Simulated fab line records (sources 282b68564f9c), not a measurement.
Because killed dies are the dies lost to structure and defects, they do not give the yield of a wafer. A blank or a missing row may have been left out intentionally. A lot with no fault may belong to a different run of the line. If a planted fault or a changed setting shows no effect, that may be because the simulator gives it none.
Comparing a struck lot with a sound one ; flow rit-cmos ; 15 steps out of a route of 202
Sound: these wafers, L343.1, L343.4, L343.5. The struck wafers were L355.1, L355.2, L355.6. The cause comes at the end.
At each step with rows: each side's tool, then ch and its chambers, then its first start. Under that, the readings that differ: sound wafers ; struck wafers ; difference of the means ; sigmas: that difference in standard deviations of wafers without a fault.
alike: readings whose means differ by less than 2 such deviations, and words and numbers that are the same on both sides. not compared: withheld readings, readings that some wafer has no value for, bounds like >300 that may hide the same value, and numbers for which the record gives no deviation and whose values overlap.
A row with sigmas, a row that says differs or no value, or rows on one side alone: a step with any of these is where the two part. When numbers do not overlap yet have no deviation, they are printed without sigmas and do not part them. A reading missing from all wafers of one side parts the sides only when that side holds two or more wafers.

first, 1 step without rows for these wafers: RIT_CONTACT_HARDBAKE_10 (time 60 s).
RIT_CONTACT_ETCH_11: etches SiO2 in CHF3/CF4/Ar, stops on TiSi2, target depth 480 nm, time 320 s.
  sound on rie-diel-03 ch 1,2, day 3 10:56; struck on rie-diel-03 ch 0,1, day 6 01:07
reading;sound;struck;difference;sigmas
drypump-motor-current-A (A);6.0 5.7 5.7;5.7 4.8 4.8;-0.7;-2
  alike: CHF3_flow_sccm, cf4-flow-sccm, oes-product-au, throttle-valve-pct
  not compared: rf-hours-counter-h
RIT_CONTACT_STRIP_12: strips in O2, time 180 s.
  sound on plasma-asher-02 ch 0,1, day 3 11:08; struck on plasma-asher-02 ch 0,1, day 6 01:18
  alike: drypump-motor-current-A, o2-flow-sccm
  not compared: rf-hours-counter-h
RIT_CONTACT_CD_MEAS_90 targets a cd of 1000 nm.
  sound on cd-sem-02, day 3 11:19; struck on cd-sem-02, day 6 01:28
  alike: cd-nm
then, 2 steps without rows for these wafers: RIT_CONTACT_CLEAN_13 (cleans in SC1, time 600 s); RIT_CONTACT_CLEAN_14 (cleans in SC2, time 600 s).
RIT_M1_SPUTTER_00: material Al, target thk 400 nm, time 500 s.
  sound on pvd-sputter-01, day 3 11:47; struck on pvd-sputter-01, day 6 01:59
  alike: throttle-valve-pct
RIT_M1_RS_MEAS_01: measurement is done with a four-point probe.
  sound on film-metro-02, day 3 12:04; struck on film-metro-04, day 6 02:17
  alike: M1_AL_RS
RIT_M1_THK_MEAS_02: measures by xrf.
  sound on film-metro-02, day 3 12:11; struck on film-metro-04, day 6 02:25
  alike: M1_AL_THK
then, 3 steps without rows for these wafers: RIT_M1_HMDS_03 (prime time 60 s); RIT_M1_COAT_04 (resist thk 1300 nm); RIT_M1_SOFTBAKE_05 (time 60 s).
RIT_M1_EXPOSE_06: exposes mask M12, target cd 2600 nm.
  sound on iline-stepper-01 ch 0, day 3 12:42; struck on iline-stepper-01 ch 0, day 6 02:55
reading;sound;struck;difference;sigmas
exposure-dose-mJ-cm2;249.76 250.00 249.69;248.27 248.34 248.24;-1.53;-7
  alike: mask, focus-offset-nm
after that, 1 step had no rows for these wafers: RIT_M1_PEB_07.
RIT_M1_PROBE_99:
  rows exist in the record for the struck wafers here (prober-02, day 6 06:14), but not for the sound ones

== WHERE THEY PART ==
At RIT_CONTACT_ETCH_11 first; at RIT_M1_PROBE_99 last (within this record only).

WHY: what had been put in by the simulator
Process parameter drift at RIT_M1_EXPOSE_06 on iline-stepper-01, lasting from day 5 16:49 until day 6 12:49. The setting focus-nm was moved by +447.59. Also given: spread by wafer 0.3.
